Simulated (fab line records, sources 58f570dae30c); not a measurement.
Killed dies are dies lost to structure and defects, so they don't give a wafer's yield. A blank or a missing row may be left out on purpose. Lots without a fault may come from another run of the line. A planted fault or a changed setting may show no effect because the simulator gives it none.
Which tool did it? | flow berkeley_cmos170 | 14 lots, 42 wafers sampled, at 6 steps of a route of 331

WHAT THE GAUGES READ, wafer by wafer
UCB170_ACTIVE_THK_MEAS_03.
lot  | measured    | on            | ACTIVE_OXIDE_THK (nm)
L699 | day 4 20:04 | film_metro-03 | 26.3 26.5 26.4
L700 | day 4 20:05 | film_metro-01 | 26.7 27.0 27.0
L698 | day 4 20:05 | film_metro-04 | 27.3 26.6 26.7
L701 | day 5 02:22 | film_metro-04 | 25.3 25.4 25.7
L705 | day 5 23:23 | film_metro-03 | 27.0 27.2 27.0
L704 | day 5 23:23 | film_metro-01 | 26.8 27.0 27.1
L707 | day 6 04:55 | film_metro-01 | 27.0 27.1 27.0
L708 | day 6 14:25 | film_metro-01 | 26.6 26.4 26.8
L710 | day 7 01:29 | film_metro-03 | 26.3 26.1 26.2
L713 | day 7 21:39 | film_metro-03 | 26.4 26.2 25.8
L714 | day 7 21:39 | film_metro-04 | 26.7 26.5 26.3
L715 | day 8 04:31 | film_metro-04 | 26.9 27.0 27.0
L719 | day 9 06:19 | film_metro-01 | 26.0 26.1 25.7
L720 | day 9 06:22 | film_metro-04 | 26.2 25.9 26.9

UCB170_SCREENOX_THK_MEAS_02.
lot  | measured     | on            | SCREENOX_OXIDE_THK (nm)
L699 | day 6 17:29  | film_metro-03 | 14.6 14.4 14.6
L700 | day 6 17:33  | film_metro-04 | 14.5 14.6 14.7
L698 | day 6 17:30  | film_metro-01 | 14.4 14.5 14.3
L701 | day 6 17:29  | film_metro-04 | 14.7 14.7 15.0
L705 | day 7 08:30  | film_metro-03 | 14.7 14.8 14.8
L704 | day 7 08:31  | film_metro-01 | 14.4 14.7 14.2
L707 | day 7 20:47  | film_metro-03 | 13.9 14.1 14.3
L708 | day 8 08:07  | film_metro-03 | 14.1 13.8 14.2
L710 | day 8 18:17  | film_metro-01 | 14.6 14.8 14.7
L713 | day 9 18:56  | film_metro-01 | 14.3 14.4 14.3
L714 | day 9 18:56  | film_metro-04 | 14.0 14.1 13.9
L715 | day 10 05:22 | film_metro-04 | 13.8 14.1 14.1
L719 | day 10 19:22 | film_metro-03 | 13.8 13.7 14.0
L720 | day 10 19:21 | film_metro-01 | 14.2 14.3 14.3

UCB170_PLDD_TW_MEAS_11.
lot  | measured     | on            | PLDD_TW
L699 | day 7 22:40  | film_metro-03 | 999 995 992
L700 | day 7 22:41  | film_metro-01 | 1003 1001 1003
L698 | day 7 22:37  | film_metro-04 | 1019 1027 1019
L701 | day 7 22:22  | film_metro-01 | 1007 1007 1010
L705 | day 8 14:30  | film_metro-01 | 1075 1075 1070
L704 | day 8 13:47  | film_metro-01 | 1007 1005 1010
L707 | day 9 06:00  | film_metro-03 | 1005 992 998
L708 | day 9 13:09  | film_metro-04 | 1093 1085 1085
L710 | day 10 01:08 | film_metro-04 | 1017 1029 1016
L713 | day 10 20:45 | film_metro-01 | 995 1005 1004
L714 | day 10 20:55 | film_metro-03 | 992 995 996
L715 | day 11 11:21 | film_metro-01 | 1011 1008 997
L719 | day 11 19:02 | film_metro-03 | 992 993 993
L720 | day 11 19:35 | film_metro-03 | 997 998 988

UCB170_SDANNEAL_RS_MEAS_04: measures by four-point-probe.
lot  | measured     | on            | PLDD_RS (ohm/sq)
L699 | day 8 12:42  | film_metro-04 | 1033.2 1032.5 1034.8
L700 | day 8 12:53  | film_metro-03 | 1030.1 1029.5 1028.1
L698 | day 8 11:52  | film_metro-04 | 1033.6 1029.6 1032.5
L701 | day 8 12:14  | film_metro-03 | 1032.4 1027.5 1031.6
L705 | day 9 06:56  | film_metro-03 | 877.4 879.3 878.6
L704 | day 9 05:57  | film_metro-01 | 1032.1 1033.0 1034.0
L707 | day 9 22:37  | film_metro-01 | 1029.1 1029.4 1027.5
L708 | day 9 22:51  | film_metro-03 | 874.9 877.8 876.2
L710 | day 10 15:55 | film_metro-01 | 1030.9 1031.5 1031.8
L713 | day 11 14:00 | film_metro-01 | 1030.7 1029.2 1030.0
L714 | day 11 13:31 | film_metro-04 | 1033.9 1037.1 1035.8
L715 | day 12 05:02 | film_metro-04 | 1029.3 1027.6 1031.8
L719 | day 12 07:19 | film_metro-01 | 1034.2 1030.0 1032.3
L720 | day 12 08:17 | film_metro-01 | 1031.6 1031.2 1027.5

WHICH TOOL RAN EACH LOT (tool, then ch and the chambers of the sampled wafers, then the start)
lot  | UCB170_GATE_ETCH_14                | UCB170_PLDD_IMPLANT_09
L699 | rie_diel-03 ch 0,1,3, day 7 18:13  | implanter-02 ch 0, day 7 22:23
L700 | rie_diel-01 ch 0,1, day 7 18:06    | implanter-03 ch 0, day 7 22:26
L698 | rie_diel-04 ch 1,3, day 7 17:50    | implanter-01 ch 0, day 7 22:17
L701 | rie_diel-03 ch 0,3, day 7 17:10    | implanter-03 ch 0, day 7 22:07
L705 | rie_diel-03 ch 0,2,3, day 8 11:57  | implanter-03 ch 0, day 8 14:15
L704 | rie_diel-03 ch 0,2, day 8 11:23    | implanter-02 ch 0, day 8 13:33
L707 | rie_diel-01 ch 0,3, day 9 01:14    | implanter-01 ch 0, day 9 05:45
L708 | rie_diel-03 ch 0,3, day 9 10:59    | implanter-03 ch 0, day 9 12:54
L710 | rie_diel-03 ch 0,2,3, day 9 23:04  | implanter-02 ch 0, day 10 00:53
L713 | rie_diel-01 ch 1,2, day 10 18:13   | implanter-02 ch 0, day 10 20:32
L714 | rie_diel-03 ch 1,3, day 10 18:29   | implanter-01 ch 0, day 10 20:42
L715 | rie_diel-01 ch 0,1,3, day 11 09:10 | implanter-01 ch 0, day 11 11:07
L719 | rie_diel-03 ch 1,2,3, day 11 16:43 | implanter-01 ch 0, day 11 18:49
L720 | rie_diel-04 ch 0,1,2, day 11 17:01 | implanter-01 ch 0, day 11 19:20
- UCB170_GATE_ETCH_14: etches BARC in N2/H2.
- UCB170_PLDD_IMPLANT_09

WHAT THE TOOLS THEMSELVES READ (means of the sampled wafers that have a number; where no wafer has one, the mark that the record gives instead)
UCB170_GATE_ETCH_14.
lot  | tool        | bias_w (W) | drypump_motor_current_A (A) | oes_product_au (a.u.) | throttle_valve_pct (%)
L699 | rie_diel-03 | 100.1      | 5.9                         | 1.020                 | 13.18
L700 | rie_diel-01 | 99.9       | 5.3                         | 1.001                 | 13.04
L698 | rie_diel-04 | 99.8       | 5.7                         | 0.978                 | 13.21
L701 | rie_diel-03 | 99.9       | 5.7                         | 1.019                 | 13.17
L705 | rie_diel-03 | 99.7       | 6.0                         | 1.002                 | 13.20
L704 | rie_diel-03 | 100.0      | 5.7                         | 1.004                 | 13.10
L707 | rie_diel-01 | 99.9       | 6.1                         | 1.012                 | 13.15
L708 | rie_diel-03 | 100.2      | 5.7                         | 1.019                 | 13.17
L710 | rie_diel-03 | 100.1      | 6.1                         | 0.999                 | 13.21
L713 | rie_diel-01 | 99.4       | 5.3                         | 0.995                 | 13.11
L714 | rie_diel-03 | 100.4      | 6.3                         | 1.010                 | 13.32
L715 | rie_diel-01 | 99.9       | 5.7                         | 1.005                 | 13.07
L719 | rie_diel-03 | 100.1      | 6.3                         | 0.999                 | 13.25
L720 | rie_diel-04 | 100.1      | 5.7                         | 0.996                 | 13.27

UCB170_PLDD_IMPLANT_09.
lot  | tool         | beam_on_s (s) | dose_ions_cm2
L699 | implanter-02 | 9.9           | 4.996e+13
L700 | implanter-03 | 10.0          | 5.008e+13
L698 | implanter-01 | 10.9          | 5.000e+13
L701 | implanter-03 | 10.1          | 5.003e+13
L705 | implanter-03 | 13.8          | 7.286e+13
L704 | implanter-02 | 10.2          | 5.006e+13
L707 | implanter-01 | 10.8          | 5.003e+13
L708 | implanter-03 | 14.2          | 7.292e+13
L710 | implanter-02 | 10.2          | 4.992e+13
L713 | implanter-02 | 10.0          | 5.002e+13
L714 | implanter-01 | 10.9          | 4.999e+13
L715 | implanter-01 | 10.9          | 4.997e+13
L719 | implanter-01 | 11.1          | 4.998e+13
L720 | implanter-01 | 11.0          | 4.994e+13

THE ANSWER, worked out from the rows above alone
Rule: what is usual is taken from the lots themselves. Put in order of their means at a reading, lots are off if they are a third of the lots or fewer, leave a main group of 4 or more, and stand apart from it by a gap of 3 or more times the standard deviation of the main group's means; of several such gaps the widest counts. A main group whose means are all the same, to the digits that the tables above print for the reading, isn't used. A lot without any number at a reading at which 4 lots or more have one is off too. The other lots that the step has rows for count as sound. The gauges are gone through in route order, then the tools' own readings, and for those a lot's mean is taken as printed above. The first step at which some lot is off is used, and at that step the reading that is off furthest; a lot without a number counts as furthest.
Off: L705, L708, at UCB170_PLDD_TW_MEAS_11 (PLDD_TW). The main group: mean 1003, standard deviation 9.3.
A tool fits if, at a process step before that reading, it ran every lot that is off, and no sound lot after the first of them. The gauges at UCB170_PLDD_TW_MEAS_11 aren't tried: what is off there is off at UCB170_SDANNEAL_RS_MEAS_04 too, on other tools, and a gauge's error can't cause that. One fits: implanter-03 at UCB170_PLDD_IMPLANT_09. Its last sound lot is L700 (day 7 22:26), its first lot that is off L705 (day 8 14:15): a fault that began between those two fits.
The tool's own readings at UCB170_PLDD_IMPLANT_09 bear it out: on the lots that are off they differ by more than 5 times the standard deviation of the sound lots' means. beam_on_s reads 14.0 s there against 10.5 s on the sound lots; dose_ions_cm2 reads 7.289e+13 there against 5.000e+13 on the sound lots.

WHAT THE SIMULATOR HAD PUT IN
Process parameter drift: implanter-03, from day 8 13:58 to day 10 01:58, at UCB170_PLDD_IMPLANT_09. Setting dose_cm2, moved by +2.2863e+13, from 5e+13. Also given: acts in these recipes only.
Lots struck among those shown: L705, L708. The rule above found the same.
